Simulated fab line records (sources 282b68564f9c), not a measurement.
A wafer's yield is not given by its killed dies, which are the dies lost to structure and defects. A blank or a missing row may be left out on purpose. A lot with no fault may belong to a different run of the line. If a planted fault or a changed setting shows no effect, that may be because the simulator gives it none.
fab line records	flow ritCmos
[record] lots = 6	wafers = 18	lastDay = 8
route steps=202 shown SILICIDE@161 CONTACT@168 M1@202
lots that met no fault: from a run of the same line without faults
startH: the number of hours between the record's first day and the start of the first shown wafer of the lot	waitH: time in hours since the lot's previous step	" unchanged from the row above	L1.1+2: a single row standing in for several wafers	- no value present, or no start provided	* or withheld: withheld	< > ~ a bound
route shown NAME@n: names a module that has steps shown in the file, with the first one's number in the route	usual: mean/standard deviation taken from wafers without a fault	same: alike in all rows	chamber/n: place in a boat	sites: the reading at each site	_std_site: the standard deviation of these	_edge_site: the outer-site mean with the inner-site mean subtracted	radiusMm: how far each site lies from the wafer's centre	mask NAME#n: copy n	behind: tool/chamber where the wafer was last shaped	hold: the reason the lot was held/the length of the hold in hours/how it ended	device: the transistor (n, p or np) that didn't switch	end of line: tests of these same wafers at the route's end	a step given without rows: its recipe and nothing more	killed: not the wafer's yield, but the dies lost to structure and defects at the first sort	map: shows each die of a wafer: x if killed, . if not, _ if none is there
set.NAME: the setting that was run; set.NAME@STEP: the one run at that earlier step	model.NAME: the simulator's own value behind a step, which no gauge read
certain route steps with their lots: each step a table, each wafer a row
services: a tool's chamber out of use, with start hour (startH, from the record's first day; less than 0 if before it), hours out, and reason
[[steps]]
[step RIT_SILICIDE_WET_ETCH_00]
[recipe] chemistry = BOE	target = SiO2	targetDepthNm = 14	timeS = 15	dry = n2Spin	dilution = 10:1	tempC = 21.5
[step RIT_SILICIDE_SPUTTER_01]
[recipe] material = Ti	targetThkNm = 30	powerW = 350	chamberPressurePa = 0.667	gas = Ar	timeS = 240	substrateTempC = 25
[usual] throttleValvePct = 29.7/1.1
lot.wafer	tool	chamber	startH	waitH	throttleValvePct
L183.2	pvdSputter-04	-	67.16	0.0	28.7
L183.4	"	-	"	"	28.0
L183.5	"	-	"	"	31.6
L184.2	pvdSputter-01	-	68.73	0.0	30.4
L184.4	"	-	"	"	30.0
L184.5	"	-	"	"	30.4
L197.1	pvdSputter-03	-	135.33	0.0	30.8
L197.3	"	-	"	"	29.1
L197.5	"	-	"	"	29.1
L198.1	pvdSputter-04	-	141.61	0.0	31.1
L198.2	"	-	"	"	27.9
L198.6	"	-	"	"	28.0
L200.4	pvdSputter-04	-	152.28	0.0	28.4
L200.5	"	-	"	"	28.3
L200.6	"	-	"	"	27.7
L204.3	pvdSputter-01	-	174.76	0.0	30.0
L204.4	"	-	"	"	30.5
L204.5	"	-	"	"	30.2
[step RIT_SILICIDE_RS_MEAS_02]
[recipe] thkMeasGauge = four-point-probe	reads = Ti_of_SILICIDE_SPUTTER_01
[usual] SILICIDE_TI_RS = 47.7/0.43
lot.wafer	tool	chamber	startH	waitH	SILICIDE_TI_RS[ohm/sq]
L183.2	filmMetro-02	-	67.33	0.1	48.1
L183.4	"	-	"	"	48.0
L183.5	"	-	"	"	47.2
L184.2	filmMetro-03	-	68.90	0.1	48.0
L184.4	"	-	"	"	48.3
L184.5	"	-	"	"	48.0
L197.1	filmMetro-04	-	135.48	0.1	48.5
L197.3	"	-	"	"	48.0
L197.5	"	-	"	"	48.1
L198.1	filmMetro-02	-	141.76	0.1	47.3
L198.2	"	-	"	"	47.9
L198.6	"	-	"	"	47.7
L200.4	filmMetro-02	-	152.49	0.1	47.6
L200.5	"	-	"	"	47.8
L200.6	"	-	"	"	48.2
L204.3	filmMetro-02	-	174.95	0.1	47.3
L204.4	"	-	"	"	47.3
L204.5	"	-	"	"	47.0
[step RIT_SILICIDE_THK_MEAS_03]
[recipe] thkMeasGauge = xrf	reads = Ti_of_SILICIDE_SPUTTER_01
[usual] SILICIDE_TI_THK = 30.5/0.32
lot.wafer	tool	chamber	startH	waitH	SILICIDE_TI_THK[nm]
L183.2	filmMetro-02	-	67.44	0.1	30.4
L183.4	"	-	"	"	30.5
L183.5	"	-	"	"	30.8
L184.2	filmMetro-03	-	69.01	0.1	30.0
L184.4	"	-	"	"	29.9
L184.5	"	-	"	"	30.2
L197.1	filmMetro-04	-	135.60	0.1	30.0
L197.3	"	-	"	"	30.4
L197.5	"	-	"	"	30.4
L198.1	filmMetro-02	-	141.88	0.1	30.6
L198.2	"	-	"	"	30.2
L198.6	"	-	"	"	30.3
L200.4	filmMetro-02	-	152.58	0.1	30.5
L200.5	"	-	"	"	30.4
L200.6	"	-	"	"	30.2
L204.3	filmMetro-02	-	175.05	0.1	30.5
L204.4	"	-	"	"	30.5
L204.5	"	-	"	"	30.7
[step RIT_SILICIDE_RTA_04]
[recipe] tempC = 650	timeS = 10	idleTempC = 25	rampUpS = 5	rampDownS = 5	coolToC = 25	ambient = N2
[usual] annealTempCMax = 653.2/0.67	wafer_temp_C_max = 652.8/1.1
lot.wafer	tool	chamber	startH	waitH	annealTempCMax	wafer_temp_C_max
L183.2	rtpAnneal-01	0	67.51	0.1	652.4	650.9
L183.4	"	0	"	"	652.1	651.9
L183.5	"	0	"	"	653.4	651.3
L184.2	rtpAnneal-02	0	69.07	0.1	652.5	654.8
L184.4	"	0	"	"	653.2	653.5
L184.5	"	0	"	"	654.6	653.6
L197.1	rtpAnneal-01	0	135.66	0.1	652.2	651.2
L197.3	"	0	"	"	652.3	651.7
L197.5	"	0	"	"	652.5	651.7
L198.1	rtpAnneal-02	0	141.94	0.1	652.7	653.6
L198.2	"	0	"	"	653.6	653.7
L198.6	"	0	"	"	655.4	656.1
L200.4	rtpAnneal-02	0	152.64	0.1	653.1	653.5
L200.5	"	0	"	"	655.3	654.1
L200.6	"	0	"	"	653.7	654.9
L204.3	rtpAnneal-02	0	175.11	0.1	654.1	653.6
L204.4	"	0	"	"	654.0	654.1
L204.5	"	0	"	"	653.7	653.7
[step RIT_SILICIDE_WET_ETCH_05]
[recipe] chemistry = SPM	target = Ti	tempC = 90	timeS = 120	dry = n2Spin
[step RIT_SILICIDE_RTA_06]
[recipe] tempC = 750	timeS = 10	idleTempC = 25	rampUpS = 5	rampDownS = 10	coolToC = 25	ambient = N2
[usual] annealTempCMax = 753.9/0.82	wafer_temp_C_max = 753.3/1.2
lot.wafer	tool	chamber	startH	waitH	annealTempCMax	wafer_temp_C_max
L183.2	rtpAnneal-02	0	67.68	0.0	755.1	753.1
L183.4	"	0	"	"	752.7	754.2
L183.5	"	0	"	"	753.0	754.9
L184.2	rtpAnneal-01	0	69.49	0.0	753.5	751.8
L184.4	"	0	"	"	753.3	752.0
L184.5	"	0	"	"	753.4	752.1
L197.1	rtpAnneal-02	0	135.77	0.0	753.4	754.4
L197.3	"	0	"	"	753.7	754.0
L197.5	"	0	"	"	755.2	754.4
L198.1	rtpAnneal-01	0	142.12	0.0	752.1	752.4
L198.2	"	0	"	"	752.4	752.4
L198.6	"	0	"	"	752.6	753.2
L200.4	rtpAnneal-01	0	152.76	0.0	752.8	751.8
L200.5	"	0	"	"	753.9	752.6
L200.6	"	0	"	"	753.8	751.8
L204.3	rtpAnneal-01	0	175.22	0.0	753.5	752.0
L204.4	"	0	"	"	753.3	751.8
L204.5	"	0	"	"	753.4	751.8
[step RIT_CONTACT_CVD_00]
[recipe] material = SiO2	targetThkNm = 400	precursor = TEOS	tempC = 390	timeS = 61	rfW = 400
[usual] heaterPowerW = 323/40
lot.wafer	tool	chamber	startH	waitH	heaterPowerW
L183.2	pecvd-03	1	67.73	0.0	331
L183.4	"	0	"	"	327
L183.5	"	1	"	"	254
L184.2	pecvd-04	0	69.60	0.1	345
L184.4	"	0	"	"	357
L184.5	"	1	"	"	317
L197.1	pecvd-02	1	135.84	0.1	300
L197.3	"	0	"	"	332
L197.5	"	1	"	"	314
L198.1	pecvd-03	2	142.18	0.1	382
L198.2	"	1	"	"	255
L198.6	"	2	"	"	379
L200.4	pecvd-02	1	152.81	0.0	370
L200.5	"	2	"	"	223
L200.6	"	0	"	"	323
L204.3	pecvd-04	2	175.26	0.0	349
L204.4	"	2	"	"	366
L204.5	"	0	"	"	349
[step RIT_CONTACT_THK_MEAS_01]
[recipe] reads = SiO2_of_CONTACT_CVD_00
[usual] CONTACT_TEOS_THK = 400/5.1
lot.wafer	tool	chamber	startH	waitH	CONTACT_TEOS_THK[nm]
L183.2	filmMetro-01	-	67.79	0.0	393
L183.4	"	-	"	"	400
L183.5	"	-	"	"	403
L184.2	filmMetro-02	-	69.66	0.0	401
L184.4	"	-	"	"	404
L184.5	"	-	"	"	400
L197.1	filmMetro-02	-	135.89	0.0	401
L197.3	"	-	"	"	396
L197.5	"	-	"	"	406
L198.1	filmMetro-01	-	142.23	0.0	395
L198.2	"	-	"	"	397
L198.6	"	-	"	"	399
L200.4	filmMetro-04	-	152.87	0.0	405
L200.5	"	-	"	"	403
L200.6	"	-	"	"	404
L204.3	filmMetro-04	-	175.33	0.0	397
L204.4	"	-	"	"	403
L204.5	"	-	"	"	403
[step RIT_CONTACT_HMDS_02]
[recipe] primeTimeS = 60	primeTempC = 140
[step RIT_CONTACT_COAT_03]
[recipe] resist = NOVOLAK	spinRpm = 3250	resistThkNm = 1000
[step RIT_CONTACT_SOFTBAKE_04]
[recipe] resist = NOVOLAK	tempC = 90	timeS = 60
[step RIT_CONTACT_EXPOSE_05]
[recipe] maskId = M11	na = 0.6	sourceShape = conventional	sigmaOuter = 0.5	targetCdNm = 1000	doseMj = 250
[usual] focusOffsetNm = -0.1/0.51
lot.wafer	tool	chamber	startH	waitH	mask	focusOffsetNm	model.CONTACT.overlayXNm
L183.2	ilineStepper-02	0	68.44	0.2	M11#0	-0.8	-0.7874
L183.4	"	0	"	"	M11#0	-0.7	-0.7874
L183.5	"	0	"	"	M11#0	-0.5	-0.7874
L184.2	ilineStepper-01	0	70.30	0.2	M11#0	0.3	0.4534
L184.4	"	0	"	"	M11#0	1.2	0.4534
L184.5	"	0	"	"	M11#0	0.2	0.4534
L197.1	ilineStepper-01	0	136.40	0.1	M11#0	-1.0	0.9234
L197.3	"	0	"	"	M11#0	-0.2	0.9234
L197.5	"	0	"	"	M11#0	0.3	0.9234
L198.1	ilineStepper-01	0	142.74	0.1	M11#0	0.1	2.012
L198.2	"	0	"	"	M11#0	0.4	2.012
L198.6	"	0	"	"	M11#0	0.7	2.012
L200.4	ilineStepper-02	0	153.41	0.1	M11#0	-0.7	-0.474
L200.5	"	0	"	"	M11#0	-0.5	-0.474
L200.6	"	0	"	"	M11#0	-1.0	-0.474
L204.3	ilineStepper-02	0	175.86	0.1	M11#0	-0.1	-1.03
L204.4	"	0	"	"	M11#0	-0.5	-1.03
L204.5	"	0	"	"	M11#0	-0.5	-1.03
[step RIT_CONTACT_PEB_06]
[recipe] resist = NOVOLAK	tempC = withheld	timeS = withheld
[step RIT_M1_PROBE_99]
[usual] killedAtContacts = 0.1/0.32	killedAtFrontEnd = 6/3.1	killedDies = 7/3.2	killedOpen = 3.1/1.9	killedShort = 3.5/2.2
[same] grossDies = 264	killed_at_M0_to_M3 = 0	killed_at_M4_up = 0	killedAtBackSide = 0	killedAtOther = 0
lot.wafer	tool	chamber	startH	waitH	killedAtContacts	killedAtFrontEnd	killedDies	killedOpen	killedShort
L183.2	prober-01	-	74.14	0.1	0	3	3	1	2
L183.4	prober-01	-	74.24	0.2	0	11	11	5	6
L183.5	prober-01	-	74.29	0.2	0	5	5	1	4
L184.2	prober-01	-	76.02	0.1	0	2	2	1	1
L184.4	prober-01	-	76.12	0.2	0	4	4	0	4
L184.5	prober-01	-	76.17	0.2	0	8	8	4	4
L197.1	prober-02	-	142.25	0.1	1	2	3	3	0
L197.3	prober-02	-	142.35	0.2	0	5	5	2	3
L197.5	prober-02	-	142.45	0.2	0	13	13	5	8
L198.1	prober-01	-	148.54	0.1	1	6	7	5	2
L198.2	prober-01	-	148.59	0.1	0	6	6	3	3
L198.6	prober-01	-	148.79	0.2	0	5	5	5	0
L200.4	prober-01	-	161.91	0.2	0	4	4	1	3
L200.5	prober-01	-	161.96	0.2	0	6	6	3	3
L200.6	prober-01	-	162.01	0.2	1	7	8	3	5
L204.3	prober-02	-	182.31	0.2	0	5	5	2	3
L204.4	prober-02	-	182.36	0.2	0	12	12	5	7
L204.5	prober-02	-	182.41	0.2	0	4	4	1	2
// killed by level:class
L183.2 REOX:geometricParticle:short=2 REOX:geometricParticle:open=1
L183.4 FOX2:geometricParticle:short=3 FOX2:geometricParticle:open=2 GATE:geometricParticle:open=2 ACTIVE:geometricParticle:open=1 FOX1:geometricParticle:short=1 GATE:geometricParticle:short=1 REOX:geometricParticle:short=1
L183.5 REOX:geometricParticle:short=3 FOX1:geometricParticle:open=1 FOX1:geometricParticle:short=1
L184.2 GATE:geometricParticle:short=1 SILICIDE:geometricParticle:open=1
L184.4 SPACER:geometricParticle:short=2 GATE:geometricParticle:short=1 SILICIDE:geometricParticle:short=1
L184.5 GATE:geometricParticle:open=3 GATE:geometricParticle:short=2 SPACER:geometricParticle:short=2 SPACER:geometricParticle:open=1
L197.1 GATE:geometricParticle:open=2 CONTACT:geometricParticle:open=1
L197.3 GATE:geometricParticle:open=2 GATE:geometricParticle:short=1 SPACER:geometricParticle:short=1 SILICIDE:geometricParticle:short=1
L197.5 GATE:geometricParticle:short=4 GATE:geometricParticle:open=3 FOX1:geometricParticle:short=1 FOX2:geometricParticle:open=1 FOX2:geometricParticle:short=1 REOX:geometricParticle:open=1 SPACER:geometricParticle:short=1 SILICIDE:geometricParticle:short=1
L198.1 SILICIDE:geometricParticle:open=3 FOX1:geometricParticle:open=1 GATE:geometricParticle:open=1 GATE:geometricParticle:short=1 CONTACT:geometricParticle:short=1
L198.2 FOX2:geometricParticle:open=3 GATE:geometricParticle:short=2 REOX:geometricParticle:short=1
L198.6 FOX1:geometricParticle:open=1 FOX2:geometricParticle:open=1 GATE:geometricParticle:open=1 REOX:geometricParticle:open=1 SPACER:geometricParticle:open=1
L200.4 ACTIVE:geometricParticle:open=1 FOX1:geometricParticle:short=1 GATE:geometricParticle:short=1 REOX:geometricParticle:short=1
L200.5 FOX1:geometricParticle:open=1 GATE:geometricParticle:open=1 REOX:geometricParticle:short=1 SPACER:geometricParticle:short=1 SPACER:geometricParticle:open=1 SILICIDE:geometricParticle:short=1
L200.6 SPACER:geometricParticle:short=2 ACTIVE:geometricParticle:short=1 GATE:geometricParticle:open=1 GATE:geometricParticle:short=1 SPACER:geometricParticle:open=1 SILICIDE:geometricParticle:open=1 CONTACT:geometricParticle:short=1
L204.3 GATE:geometricParticle:open=2 GATE:geometricParticle:short=1 SPACER:geometricParticle:short=1 SILICIDE:geometricParticle:short=1
L204.4 GATE:geometricParticle:open=4 GATE:geometricParticle:short=3 FOX2:geometricParticle:short=2 FOX1:geometricParticle:short=1 REOX:geometricParticle:short=1 SPACER:geometricParticle:open=1
L204.5 SPACER:geometricParticle:short=2 SPACER:geometricParticle:open=1 NLDD:coatMicrobubblePrinted=1
[[services]]
tool	chamber	startH	hours	kind
pvdSputter-01	-	53.00	2.6	repair
pecvd-04	-	55.69	0.6	repair
pecvd-02	2	66.82	4.9	repair
pvdSputter-03	-	68.93	4.9	repair
pecvd-04	-	72.54	0.9	repair
pecvd-03	1	72.83	14.6	repair
ilineStepper-01	-	77.36	6.5	repair
pvdSputter-03	-	87.88	5.0	repair
ilineStepper-01	0	99.70	-	calibration
ilineStepper-01	-	107.67	1.7	pm
ilineStepper-02	-	147.81	1.7	pm
pvdSputter-04	-	155.34	4.4	repair
pecvd-03	-	157.61	1.5	repair
pvdSputter-04	-	162.99	5.4	repair
ilineStepper-02	-	167.85	2.1	pm
ilineStepper-02	-	169.93	-	consumableReplace:lamp
[[key]]
firstSign none at tools or gauges
[modelEffect] step = RIT_CONTACT_EXPOSE_05	value = CONTACT.overlayXNm	without = 0.2296	struck = 1.468
metAt RIT_CONTACT_EXPOSE_05
struckWafers L197.1,L197.3,L197.5,L198.1,L198.2,L198.6
testerLeftOut L197,L198
onsetBetween 70.30 136.40
[fault] kind = scannerMatchingOverlay	tool = ilineStepper-01	chamber = -	onsetH = 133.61	steps = RIT_CONTACT_EXPOSE_05	offset = 1.2379
// testerLeftOut: of these lots the tester's yield and bins aren't shown, on N5 and GAA mostly nor the transistor test; their killed dies are dies lost to structure and defects alone, not to doping, threshold or leakage, so they don't give the yield
